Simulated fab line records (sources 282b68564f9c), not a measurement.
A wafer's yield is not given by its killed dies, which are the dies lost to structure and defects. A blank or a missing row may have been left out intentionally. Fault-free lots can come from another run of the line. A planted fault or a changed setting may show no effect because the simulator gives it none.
What tool caused it? | flow rit_cmos | 42 wafers from 14 lots sampled at 5 of the route's 202 steps

== WHAT THE GAUGES READ, wafer by wafer ==
RIT_ACTIVE_CD_MEAS_90: the cd target is 1400 nm.
lot  | measured    | on        | cd_nm (nm)
L720 | day 1 17:09 | cd_sem-01 | 1402.1 1401.8 1402.0
L722 | day 2 01:01 | cd_sem-01 | 1400.3 1402.8 1402.3
L723 | day 2 06:08 | cd_sem-02 | 1399.3 1400.0 1401.3
L724 | day 2 11:09 | cd_sem-02 | 1404.4 1401.6 1400.9
L725 | day 2 17:18 | cd_sem-02 | 1399.1 1401.4 1399.4
L726 | day 2 21:09 | cd_sem-02 | 1396.5 1397.3 1397.6
L728 | day 3 07:40 | cd_sem-02 | 1399.6 1400.4 1401.1
L729 | day 3 12:30 | cd_sem-02 | 1395.4 1397.9 1397.3
L731 | day 3 22:02 | cd_sem-02 | 1399.2 1398.1 1399.5
L732 | day 4 03:02 | cd_sem-01 | 1402.6 1402.9 1402.1
L733 | day 4 08:10 | cd_sem-01 | 1399.4 1399.8 1398.1
L737 | day 5 04:08 | cd_sem-01 | 1395.7 1396.2 1396.5
L738 | day 5 09:01 | cd_sem-02 | 1402.8 1401.2 1398.7
L739 | day 5 14:02 | cd_sem-01 | 1404.0 1403.9 1402.3

RIT_GATE_THK_MEAS_09.
lot  | measured    | on            | GATE_POLY_THK (nm)
L720 | day 2 13:59 | film_metro-03 | 248.1 248.5 248.3
L722 | day 2 21:25 | film_metro-03 | 248.6 249.5 248.5
L723 | day 3 02:04 | film_metro-01 | 245.1 246.2 245.9
L724 | day 3 09:35 | film_metro-02 | 252.0 252.2 253.4
L725 | day 3 14:32 | film_metro-03 | 250.5 251.9 249.6
L726 | day 3 17:44 | film_metro-03 | 248.2 246.9 247.2
L728 | day 4 03:24 | film_metro-02 | 248.4 248.8 245.2
L729 | day 4 09:18 | film_metro-01 | 245.3 247.2 247.8
L731 | day 4 18:13 | film_metro-01 | 248.3 248.5 250.5
L732 | day 4 22:58 | film_metro-02 | 245.7 244.2 246.0
L733 | day 5 03:38 | film_metro-02 | 251.4 250.8 248.2
L737 | day 6 01:55 | film_metro-02 | 248.6 248.3 248.2
L738 | day 6 11:27 | film_metro-03 | 251.3 250.4 251.9
L739 | day 6 15:04 | film_metro-03 | 245.0 247.1 246.2

RIT_GATE_OVL_MEAS_17.
lot  | measured    | on         | GATE_OVL (nm)
L720 | day 2 15:17 | overlay-02 | -0.1 -2.4 -0.2
L722 | day 2 22:27 | overlay-01 | 1.2 2.0 0.1
L723 | day 3 03:06 | overlay-02 | 2.1 1.5 3.8
L724 | day 3 10:44 | overlay-01 | 0.2 0.7 1.1
L725 | day 3 15:48 | overlay-01 | -0.6 -0.7 -0.4
L726 | day 3 18:46 | overlay-01 | -0.2 -0.3 -1.5
L728 | day 4 04:32 | overlay-01 | -0.8 -0.9 -0.8
L729 | day 4 10:30 | overlay-02 | 0.6 0.4 1.8
L731 | day 4 19:15 | overlay-02 | 0.5 -1.3 0.0
L732 | day 5 00:07 | overlay-02 | 1.5 1.2 0.3
L733 | day 5 04:47 | overlay-01 | -1.8 -1.6 -1.6
L737 | day 6 03:04 | overlay-02 | -146.9 -146.9 -147.3
L738 | day 6 12:29 | overlay-02 | -149.3 -149.0 -150.2
L739 | day 6 16:13 | overlay-01 | 3.6 3.7 4.4

RIT_NLDD_OVL_MEAS_06.
lot  | measured    | on         | NLDD_OVL (nm)
L720 | day 2 19:50 | overlay-02 | -1.0 -1.2 -2.3
L722 | day 3 02:53 | overlay-01 | -1.8 -1.4 -0.2
L723 | day 3 07:39 | overlay-01 | -3.5 -2.5 -2.6
L724 | day 3 15:14 | overlay-01 | -3.5 -3.6 -4.1
L725 | day 3 20:13 | overlay-01 | -1.8 -2.7 -2.5
L726 | day 3 23:28 | overlay-02 | -1.3 -0.9 -0.5
L728 | day 4 09:04 | overlay-02 | -0.7 -0.2 -1.8
L729 | day 4 15:15 | overlay-02 | -0.1 0.3 -0.6
L731 | day 4 23:42 | overlay-02 | -1.4 -2.7 -2.3
L732 | day 5 04:54 | overlay-02 | -2.4 -2.2 -1.9
L733 | day 5 09:32 | overlay-01 | -2.3 -4.9 -3.0
L737 | day 6 08:52 | overlay-01 | -3.7 -5.0 -3.7
L738 | day 6 16:54 | overlay-02 | -3.4 -5.6 -4.7
L739 | day 6 21:17 | overlay-02 | -0.7 -0.2 -2.2

== EACH LOT AND THE TOOL THAT RAN IT (in order: tool; ch and the chambers of the sampled wafers; start) ==
lot  | RIT_GATE_EXPOSE_13
L720 | iline_stepper-02 ch 0, day 2 14:46
L722 | iline_stepper-01 ch 0, day 2 21:56
L723 | iline_stepper-01 ch 0, day 3 02:35
L724 | iline_stepper-01 ch 0, day 3 10:12
L725 | iline_stepper-01 ch 0, day 3 15:12
L726 | iline_stepper-01 ch 0, day 3 18:15
L728 | iline_stepper-01 ch 0, day 4 03:57
L729 | iline_stepper-01 ch 0, day 4 09:49
L731 | iline_stepper-01 ch 0, day 4 18:44
L732 | iline_stepper-02 ch 0, day 4 23:36
L733 | iline_stepper-01 ch 0, day 5 04:17
L737 | iline_stepper-02 ch 0, day 6 02:33
L738 | iline_stepper-02 ch 0, day 6 11:58
L739 | iline_stepper-01 ch 0, day 6 15:43
- RIT_GATE_EXPOSE_13: exposes mask M6, target cd 150 nm.

== AS READ BY THE TOOLS THEMSELVES (means over the sampled wafers that have a number; for cases with no such wafer, the mark the record gives instead) ==
The record holds no such reading with a usual standard deviation.

== THE ANSWER, worked out from the rows above alone ==
Rule: usual is defined by the lots themselves. Put in order of their means at a reading, lots are off if they are a third of the lots or fewer, leave a main group of 4 or more, and stand apart from it by a gap of 3 or more times the standard deviation of the main group's means; of several such gaps the widest counts. The tables above print the reading to a certain number of digits; a main group whose means all agree to those digits is not used. Also off: a lot with no number at a reading for which 4 or more lots have one. Where the step has rows for the other lots, those lots are counted as sound. First the gauges in route order, then the tools' own readings, where a lot's mean is used as printed above. At the first step where some lot is off, the reading lying furthest off is the one used; lots without a number count as furthest.
Off: at RIT_GATE_OVL_MEAS_17 (GATE_OVL), L737, L738. For the main group the mean is 0.4 nm and the standard deviation 1.5.
If a tool, at a process step before that reading, ran all the lots that are off and no sound lot after the first of them, it fits. Gauges at RIT_GATE_OVL_MEAS_17: tried the same way as those tools. Undecided on this evidence; 2 tools fit (iline_stepper-02 at RIT_GATE_EXPOSE_13, overlay-02 at RIT_GATE_OVL_MEAS_17).

== WHAT THE SIMULATOR HAD INSERTED ==
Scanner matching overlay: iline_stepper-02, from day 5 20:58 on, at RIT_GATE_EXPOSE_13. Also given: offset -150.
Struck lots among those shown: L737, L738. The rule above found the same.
